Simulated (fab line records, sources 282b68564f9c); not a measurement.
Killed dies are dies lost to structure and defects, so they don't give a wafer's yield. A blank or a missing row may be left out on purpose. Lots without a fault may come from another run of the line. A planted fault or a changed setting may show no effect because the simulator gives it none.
fab line records | flow rit_cmos
record lots=15 wafers=45 last_day=7
route steps=202 shown SDANNEAL@156 PSD@157 NSD@158 PLDD@159 NLDD@160
lots that met no fault: from a run of the same line without faults
start_h: hours from the record's first day to the start of the lot's first wafer shown | wait_h: hours since the lot's step before | " the same as in the row above | L1.1+2: a row that stands for several wafers | - no value, or no start given | * or withheld: withheld | < > ~ a bound
route shown NAME@n: a module of which the file shows steps, and the number in the route of the first | usual: mean/standard deviation of fault-free wafers | same: alike in all rows | chamber/n: place in a boat | sites: the reading at each site | _std_site: their standard deviation | _edge_site: outer sites' mean less inner sites' | radius_mm: how far each site lies from the wafer's centre | mask NAME#n: copy n | behind: the tool/chamber that last shaped the wafer | hold: why the lot was held/for how many hours/how that ended | device: the transistor (n, p or np) that didn't switch | end of line: the same wafers' tests at the end of the route | a step without rows: its recipe alone | killed: dies lost to structure and defects at the first sort, not the wafer's yield | map: a wafer's dies, x killed, . not, _ none there
set.NAME: the setting as run; set.NAME@STEP: as run at that earlier step | model.NAME: the simulator's own value behind a step, which no gauge read
steps of the route over a sample of lots; a table a step, a row a wafer
## steps
# step RIT_SDANNEAL_RTA_03
# recipe temp_c=1050 time_s=5 idle_temp_c=600 ramp_up_c_per_s=342 ramp_down_c_per_s=171 cool_to_c=600 ambient=N2
# usual anneal_temp_c_max=1055.4/1.8 wafer_temp_C_max=1053.3/0.96
# columns lot.wafer tool chamber start_h wait_h anneal_temp_c_max wafer_temp_C_max
L604.2 rtp_anneal-01 0 52.72 0.0 1056.3 1053.3
L604.3 " 0 " " 1058.5 1053.5
L604.5 " 0 " " 1056.3 1053.9
L605.4 rtp_anneal-02 0 59.00 0.0 1054.4 1053.7
L605.5 " 0 " " 1054.3 1053.2
L605.6 " 0 " " 1053.2 1055.0
L606.2 rtp_anneal-01 0 64.98 0.0 1055.1 1054.8
L606.5 " 0 " " 1057.2 1055.7
L606.6 " 0 " " 1054.7 1054.0
L607.1 rtp_anneal-02 0 65.40 0.0 1052.6 1053.3
L607.4 " 0 " " 1054.4 1053.2
L607.5 " 0 " " 1053.3 1054.2
L608.1 rtp_anneal-01 0 78.26 0.0 1054.5 1053.1
L608.2 " 0 " " 1058.1 1051.7
L608.5 " 0 " " 1057.9 1052.4
L609.3 rtp_anneal-02 0 79.12 0.0 1054.2 1052.4
L609.5 " 0 " " 1055.2 1053.3
L609.6 " 0 " " 1054.6 1052.5
L610.2 rtp_anneal-01 0 81.05 0.0 1056.1 1053.2
L610.4 " 0 " " 1059.7 1055.2
L610.6 " 0 " " 1058.9 1052.8
L611.1 rtp_anneal-02 0 84.83 0.0 1054.2 1054.2
L611.3 " 0 " " 1054.5 1053.1
L611.6 " 0 " " 1053.5 1052.9
L612.2 rtp_anneal-01 0 91.47 0.0 1055.2 1054.0
L612.3 " 0 " " 1062.9 1052.2
L612.4 " 0 " " 1056.5 1054.5
L614.1 rtp_anneal-01 0 100.83 0.0 1057.4 1052.1
L614.3 " 0 " " 1059.4 1052.6
L614.4 " 0 " " 1055.6 1052.6
L616.1 rtp_anneal-01 0 111.79 0.0 1057.4 1053.7
L616.3 " 0 " " 1056.8 1052.9
L616.6 " 0 " " 1055.8 1053.6
L618.1 rtp_anneal-01 0 120.88 0.0 1057.0 1055.1
L618.3 " 0 " " 1056.3 1053.1
L618.4 " 0 " " 1057.3 1054.3
L623.2 rtp_anneal-02 0 147.15 0.0 1053.0 1055.3
L623.3 " 0 " " 1053.7 1053.2
L623.6 " 0 " " 1054.0 1051.3
L625.1 rtp_anneal-02 0 156.08 0.0 1054.2 1053.1
L625.2 " 0 " " 1054.7 1053.6
L625.4 " 0 " " 1054.0 1053.5
L627.3 rtp_anneal-02 0 165.69 0.0 1053.1 1053.9
L627.5 " 0 " " 1052.6 1053.2
L627.6 " 0 " " 1054.6 1054.9
# step RIT_SDANNEAL_RS_MEAS_04
# recipe thk_meas_gauge=four-point-probe
# usual PSD_RS=115.93/0.29
# columns lot.wafer tool chamber start_h wait_h PSD_RS[ohm/sq]
L604.2 film_metro-02 - 52.79 0.1 115.99
L604.3 " - " " 116.03
L604.5 " - " " 116.40
L605.4 film_metro-02 - 59.09 0.1 115.48
L605.5 " - " " 115.91
L605.6 " - " " 115.67
L606.2 film_metro-03 - 65.05 0.1 115.86
L606.5 " - " " 116.40
L606.6 " - " " 116.16
L607.1 film_metro-04 - 65.46 0.0 115.87
L607.4 " - " " 116.16
L607.5 " - " " 116.15
L608.1 film_metro-04 - 78.32 0.0 115.37
L608.2 " - " " 116.08
L608.5 " - " " 115.85
L609.3 film_metro-02 - 79.20 0.1 116.06
L609.5 " - " " 116.35
L609.6 " - " " 116.11
L610.2 film_metro-02 - 81.12 0.1 115.54
L610.4 " - " " 116.00
L610.6 " - " " 116.09
L611.1 film_metro-02 - 84.89 0.0 116.01
L611.3 " - " " 115.75
L611.6 " - " " 115.82
L612.2 film_metro-02 - 91.54 0.1 115.94
L612.3 " - " " 115.53
L612.4 " - " " 115.55
L614.1 film_metro-04 - 100.89 - 72.21
L614.3 " - " " 72.52
L614.4 " - " " 72.37
L616.1 film_metro-04 - 111.85 - 72.71
L616.3 " - " " 72.88
L616.6 " - " " 72.47
L618.1 film_metro-03 - 120.94 - 72.68
L618.3 " - " " 73.06
L618.4 " - " " 72.58
L623.2 film_metro-03 - 147.22 0.1 115.75
L623.3 " - " " 115.96
L623.6 " - " " 116.34
L625.1 film_metro-03 - 156.14 0.0 115.84
L625.2 " - " " 115.82
L625.4 " - " " 115.86
L627.3 film_metro-03 - 165.77 0.1 116.57
L627.5 " - " " 116.19
L627.6 " - " " 116.53
# step RIT_SDANNEAL_RS_MEAS_05
# recipe thk_meas_gauge=four-point-probe
# usual NSD_RS=84.45/0.27
# columns lot.wafer tool chamber start_h wait_h NSD_RS[ohm/sq]
L604.2 film_metro-02 - 52.91 0.1 84.59
L604.3 " - " " 84.88
L604.5 " - " " 84.90
L605.4 film_metro-02 - 59.21 0.1 84.07
L605.5 " - " " 84.60
L605.6 " - " " 84.39
L606.2 film_metro-03 - 65.17 0.1 84.61
L606.5 " - " " 84.77
L606.6 " - " " 84.72
L607.1 film_metro-04 - 65.58 0.1 84.48
L607.4 " - " " 84.33
L607.5 " - " " 84.32
L608.1 film_metro-04 - 78.44 0.1 84.53
L608.2 " - " " 84.68
L608.5 " - " " 84.57
L609.3 film_metro-02 - 79.32 0.1 84.58
L609.5 " - " " 84.76
L609.6 " - " " 84.77
L610.2 film_metro-02 - 81.24 0.1 84.47
L610.4 " - " " 85.05
L610.6 " - " " 84.80
L611.1 film_metro-02 - 85.01 0.1 84.38
L611.3 " - " " 84.31
L611.6 " - " " 84.39
L612.2 film_metro-02 - 91.66 0.1 84.38
L612.3 " - " " 84.40
L612.4 " - " " 84.17
L614.1 film_metro-04 - 101.01 0.1 76.48
L614.3 " - " " 76.60
L614.4 " - " " 76.69
L616.1 film_metro-04 - 111.97 0.1 76.93
L616.3 " - " " 76.91
L616.6 " - " " 76.95
L618.1 film_metro-03 - 121.06 0.1 77.01
L618.3 " - " " 77.45
L618.4 " - " " 77.31
L623.2 film_metro-03 - 147.34 0.1 84.12
L623.3 " - " " 84.41
L623.6 " - " " 84.59
L625.1 film_metro-03 - 156.26 0.1 84.53
L625.2 " - " " 84.42
L625.4 " - " " 84.26
L627.3 film_metro-03 - 165.89 0.1 84.93
L627.5 " - " " 84.82
L627.6 " - " " 84.95
# step RIT_SDANNEAL_RS_MEAS_06
# recipe thk_meas_gauge=four-point-probe
# usual PLDD_RS=178.7/0.44
# columns lot.wafer tool chamber start_h wait_h PLDD_RS[ohm/sq]
L604.2 film_metro-02 - 53.03 0.1 178.7
L604.3 " - " " 178.7
L604.5 " - " " 178.2
L605.4 film_metro-02 - 59.33 0.1 178.7
L605.5 " - " " 179.1
L605.6 " - " " 178.9
L606.2 film_metro-03 - 65.29 0.1 179.1
L606.5 " - " " 179.4
L606.6 " - " " 179.0
L607.1 film_metro-04 - 65.70 0.1 178.1
L607.4 " - " " 178.7
L607.5 " - " " 178.3
L608.1 film_metro-04 - 78.56 0.1 178.3
L608.2 " - " " 179.0
L608.5 " - " " 179.1
L609.3 film_metro-02 - 79.44 0.1 178.4
L609.5 " - " " 178.8
L609.6 " - " " 178.7
L610.2 film_metro-02 - 81.36 0.1 178.5
L610.4 " - " " 178.4
L610.6 " - " " 179.0
L611.1 film_metro-02 - 85.13 0.1 178.4
L611.3 " - " " 179.4
L611.6 " - " " 178.1
L612.2 film_metro-02 - 91.78 0.1 178.2
L612.3 " - " " 178.2
L612.4 " - " " 178.6
L614.1 film_metro-04 - 101.13 0.1 141.2
L614.3 " - " " 141.0
L614.4 " - " " 141.0
L616.1 film_metro-04 - 112.09 0.1 141.9
L616.3 " - " " 142.3
L616.6 " - " " 142.1
L618.1 film_metro-03 - 121.18 0.1 141.2
L618.3 " - " " 141.3
L618.4 " - " " 141.2
L623.2 film_metro-03 - 147.46 0.1 179.0
L623.3 " - " " 178.6
L623.6 " - " " 179.1
L625.1 film_metro-03 - 156.38 0.1 178.9
L625.2 " - " " 179.0
L625.4 " - " " 178.7
L627.3 film_metro-03 - 166.01 0.1 179.5
L627.5 " - " " 179.0
L627.6 " - " " 179.4
# step RIT_SDANNEAL_RS_MEAS_07
# recipe thk_meas_gauge=four-point-probe
# usual NLDD_RS=151.7/0.48
# columns lot.wafer tool chamber start_h wait_h NLDD_RS[ohm/sq]
L604.2 film_metro-02 - 53.15 0.1 152.1
L604.3 " - " " 152.5
L604.5 " - " " 151.8
L605.4 film_metro-02 - 59.45 0.1 152.4
L605.5 " - " " 152.0
L605.6 " - " " 152.5
L606.2 film_metro-03 - 65.41 0.1 152.8
L606.5 " - " " 152.6
L606.6 " - " " 151.5
L607.1 film_metro-04 - 65.82 0.1 151.1
L607.4 " - " " 151.4
L607.5 " - " " 151.5
L608.1 film_metro-04 - 78.68 0.1 151.4
L608.2 " - " " 151.1
L608.5 " - " " 150.6
L609.3 film_metro-02 - 79.56 0.1 151.8
L609.5 " - " " 151.2
L609.6 " - " " 151.8
L610.2 film_metro-02 - 81.48 0.1 152.2
L610.4 " - " " 152.3
L610.6 " - " " 153.3
L611.1 film_metro-02 - 85.25 0.1 151.7
L611.3 " - " " 151.9
L611.6 " - " " 151.9
L612.2 film_metro-02 - 91.90 0.1 151.3
L612.3 " - " " 150.8
L612.4 " - " " 151.1
L614.1 film_metro-04 - 101.25 0.1 143.1
L614.3 " - " " 143.4
L614.4 " - " " 142.9
L616.1 film_metro-04 - 112.21 0.1 142.7
L616.3 " - " " 143.0
L616.6 " - " " 143.8
L618.1 film_metro-03 - 121.30 0.1 143.1
L618.3 " - " " 142.8
L618.4 " - " " 143.4
L623.2 film_metro-03 - 147.58 0.1 151.7
L623.3 " - " " 151.8
L623.6 " - " " 151.5
L625.1 film_metro-03 - 156.50 0.1 151.7
L625.2 " - " " 151.8
L625.4 " - " " 152.3
L627.3 film_metro-03 - 166.13 0.1 151.4
L627.5 " - " " 151.7
L627.6 " - " " 151.9
## key
first_sign step=RIT_SDANNEAL_RS_MEAS_04 reading=PSD_RS direction=down sigmas=99+ usual=115.93 struck=72.61
effect step=RIT_SDANNEAL_RS_MEAS_05 reading=NSD_RS direction=down sigmas=28 usual=84.45 struck=76.93
effect step=RIT_SDANNEAL_RS_MEAS_06 reading=PLDD_RS direction=down sigmas=85 usual=178.7 struck=141.5
effect step=RIT_SDANNEAL_RS_MEAS_07 reading=NLDD_RS direction=down sigmas=18 usual=151.7 struck=143.1
met_at RIT_SDANNEAL_RTA_03
struck_lots L614,L616,L618
tester_left_out L614,L616,L618
onset_between 91.47 100.83
fault kind=process_parameter_drift tool=rtp_anneal-01 chamber=- onset_h=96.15 steps=RIT_SDANNEAL_RTA_03 channel=time_s offset=* shape=step end_h=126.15 acts_in=* stated=*
# tester_left_out: of these lots the tester's yield and bins aren't shown, on N5 and GAA mostly nor the transistor test; their killed dies are dies lost to structure and defects alone, not to doping, threshold or leakage, so they don't give the yield
